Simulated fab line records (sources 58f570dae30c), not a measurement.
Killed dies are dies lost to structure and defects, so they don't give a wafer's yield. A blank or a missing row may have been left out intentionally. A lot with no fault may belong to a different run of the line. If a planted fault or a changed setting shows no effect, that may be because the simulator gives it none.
fab line records | flow berkeley_cmos170
record: lots: 14 | wafers: 42 | last_day: 13
route steps=331 shown PVT@122
lots that met no fault: from a run of the same line without faults
start_h: hours from the record's opening day to when the first of the lot's shown wafers began | wait_h: hours elapsed since this lot's preceding step | " identical to the entry in the row above | L1.1+2: a single row standing in for several wafers | - no value, or no start was given | * or withheld: withheld | < > ~ a bound
route shown NAME@n: NAME is a module with steps in the file, n the number in the route of the first one | usual: mean and standard deviation over wafers with no fault | same: alike in all rows | chamber/n: place in a boat | sites: each site's reading | _std_site: their standard deviation | _edge_site: the outer-site mean with the inner-site mean subtracted | radius_mm: for every site, how far away it sits from the centre of the wafer | mask NAME#n: copy n | behind: the most recent tool/chamber to have shaped the wafer | hold: the reason the lot was held/the length of the hold in hours/how it ended | device: names the non-switching transistor (n, p or np) | end of line: the route-end tests of the same wafers | a step without rows: its recipe alone | killed: at the first sort, the dies lost to defects and structure; wafer yield is something else | map: shows each die of a wafer: x if killed, . if not, _ if none is there
set.NAME: the setting the step ran with; set.NAME@STEP: the setting that earlier step ran with | model.NAME: the simulator's own value behind a step, which no gauge read
route steps across a sampled set of lots; one table per step, one row per wafer
services: from which hour (start_h, from the record's first day; less than 0 if before it) a tool's chamber was out of use, for how many hours, and why
== steps ==
step: UCB170_PVT_IMPLANT_07
recipe: species: P | dose_cm2: 2e+12 | energy_kev: 30 | tilt_deg: 7
usual: beam_energy_keV: 30.000/0.0079 | tilt_deg: 6.998/0.021
lot.wafer | tool         | chamber | start_h | wait_h | beam_energy_keV | tilt_deg
L662.2    | implanter-01 | 0       | 146.62  | 0.0    | 30.007          | 6.965
L662.5    | "            | 0       | "       | "      | 30.002          | 6.958
L662.6    | "            | 0       | "       | "      | 30.008          | 6.973
L664.2    | implanter-03 | 0       | 146.86  | 0.0    | 29.991          | 7.000
L664.5    | "            | 0       | "       | "      | 29.991          | 7.024
L664.6    | "            | 0       | "       | "      | 29.997          | 7.012
L663.2    | implanter-02 | 0       | 147.10  | 0.0    | 30.002          | 7.031
L663.4    | "            | 0       | "       | "      | 30.001          | 7.025
L663.5    | "            | 0       | "       | "      | 30.008          | 7.007
L665.1    | implanter-01 | 0       | 147.32  | 0.0    | 29.987          | 7.002
L665.4    | "            | 0       | "       | "      | 30.015          | 6.989
L665.5    | "            | 0       | "       | "      | 29.993          | 6.992
L666.1    | implanter-02 | 0       | 161.82  | 0.0    | 30.009          | 6.989
L666.2    | "            | 0       | "       | "      | 29.999          | 7.003
L666.5    | "            | 0       | "       | "      | 30.016          | 7.015
L667.1    | implanter-03 | 0       | 161.93  | 0.0    | 29.997          | 6.977
L667.4    | "            | 0       | "       | "      | 30.005          | 6.957
L667.6    | "            | 0       | "       | "      | 30.002          | 6.943
L668.1    | implanter-01 | 0       | 171.85  | 0.0    | 30.016          | 6.979
L668.2    | "            | 0       | "       | "      | 29.997          | 6.978
L668.6    | "            | 0       | "       | "      | 30.002          | 6.982
L670.1    | implanter-02 | 0       | 181.40  | 0.0    | 30.004          | 7.012
L670.3    | "            | 0       | "       | "      | 29.994          | 6.935
L670.5    | "            | 0       | "       | "      | 29.989          | 7.009
L669.2    | implanter-02 | 0       | 181.59  | 0.0    | 29.997          | 7.036
L669.3    | "            | 0       | "       | "      | 30.000          | 7.022
L669.4    | "            | 0       | "       | "      | 30.007          | 7.025
L675.1    | implanter-01 | 0       | 204.93  | 0.0    | 24.598          | 7.000
L675.4    | "            | 0       | "       | "      | 24.595          | 6.979
L675.5    | "            | 0       | "       | "      | 24.595          | 6.984
L678.2    | implanter-01 | 0       | 231.50  | 0.0    | 24.600          | 7.012
L678.4    | "            | 0       | "       | "      | 24.590          | 7.021
L678.5    | "            | 0       | "       | "      | 24.603          | 7.012
L679.1    | implanter-02 | 0       | 242.21  | 0.0    | 29.997          | 7.017
L679.3    | "            | 0       | "       | "      | 30.000          | 6.984
L679.5    | "            | 0       | "       | "      | 30.017          | 6.971
L685.1    | implanter-03 | 0       | 253.91  | 0.0    | 30.011          | 7.009
L685.5    | "            | 0       | "       | "      | 29.990          | 7.018
L685.6    | "            | 0       | "       | "      | 29.992          | 7.028
L681.2    | implanter-02 | 0       | 254.38  | 0.0    | 29.998          | 6.990
L681.3    | "            | 0       | "       | "      | 30.008          | 6.992
L681.6    | "            | 0       | "       | "      | 29.989          | 6.982
step: UCB170_PVT_TW_MEAS_09
usual: PVT_TW: 507/4.4
lot.wafer | tool          | chamber | start_h | wait_h | PVT_TW
L662.2    | film_metro-01 | -       | 146.85  | 0.1    | 505
L662.5    | "             | -       | "       | "      | 504
L662.6    | "             | -       | "       | "      | 504
L664.2    | film_metro-02 | -       | 147.09  | 0.1    | 512
L664.5    | "             | -       | "       | "      | 511
L664.6    | "             | -       | "       | "      | 510
L663.2    | film_metro-01 | -       | 147.33  | 0.1    | 509
L663.4    | "             | -       | "       | "      | 506
L663.5    | "             | -       | "       | "      | 503
L665.1    | film_metro-03 | -       | 147.57  | 0.1    | 500
L665.4    | "             | -       | "       | "      | 504
L665.5    | "             | -       | "       | "      | 503
L666.1    | film_metro-01 | -       | 162.07  | 0.1    | 508
L666.2    | "             | -       | "       | "      | 505
L666.5    | "             | -       | "       | "      | 506
L667.1    | film_metro-02 | -       | 162.18  | 0.1    | 513
L667.4    | "             | -       | "       | "      | 510
L667.6    | "             | -       | "       | "      | 510
L668.1    | film_metro-03 | -       | 172.10  | 0.1    | 505
L668.2    | "             | -       | "       | "      | 505
L668.6    | "             | -       | "       | "      | 508
L670.1    | film_metro-01 | -       | 181.65  | 0.1    | 502
L670.3    | "             | -       | "       | "      | 501
L670.5    | "             | -       | "       | "      | 500
L669.2    | film_metro-03 | -       | 181.82  | 0.1    | 507
L669.3    | "             | -       | "       | "      | 506
L669.4    | "             | -       | "       | "      | 503
L675.1    | film_metro-01 | -       | 205.18  | 0.1    | 480
L675.4    | "             | -       | "       | "      | 478
L675.5    | "             | -       | "       | "      | 478
L678.2    | film_metro-03 | -       | 231.73  | 0.1    | 477
L678.4    | "             | -       | "       | "      | 482
L678.5    | "             | -       | "       | "      | 481
L679.1    | film_metro-03 | -       | 242.46  | 0.1    | 503
L679.3    | "             | -       | "       | "      | 505
L679.5    | "             | -       | "       | "      | 504
L685.1    | film_metro-03 | -       | 254.16  | 0.1    | 505
L685.5    | "             | -       | "       | "      | 505
L685.6    | "             | -       | "       | "      | 505
L681.2    | film_metro-03 | -       | 254.62  | 0.1    | 505
L681.3    | "             | -       | "       | "      | 504
L681.6    | "             | -       | "       | "      | 504
== services ==
tool         | chamber | start_h | hours | kind
implanter-03 | -       | 172.41  | 3.3   | pm
implanter-03 | -       | 176.32  | 8.8   | repair
implanter-01 | -       | 178.05  | 6.2   | repair
== key ==
first_sign: step: UCB170_PVT_IMPLANT_07 | reading: beam_energy_keV | direction: down | sigmas: 99+ | usual: 30.000 | struck: 24.597
effect: step: UCB170_PVT_TW_MEAS_09 | reading: PVT_TW | direction: down | sigmas: 6.2 | usual: 507 | struck: 479
met_at UCB170_PVT_IMPLANT_07
struck_lots L675,L678
tester_left_out L675,L678
onset_between 171.85 204.93
fault: kind: process_parameter_drift | tool: implanter-01 | chamber: - | onset_h: 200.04 | steps: UCB170_PVT_IMPLANT_07 | channel: energy_kev | offset: -5.4 | shape: step | end_h: 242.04 | acts_in: these_recipes_only | stated: 30
tester_left_out: of these lots the tester's yield and bins aren't shown, on N5 and GAA mostly nor the transistor test; their killed dies are dies lost to structure and defects alone, not to doping, threshold or leakage, so they don't give the yield
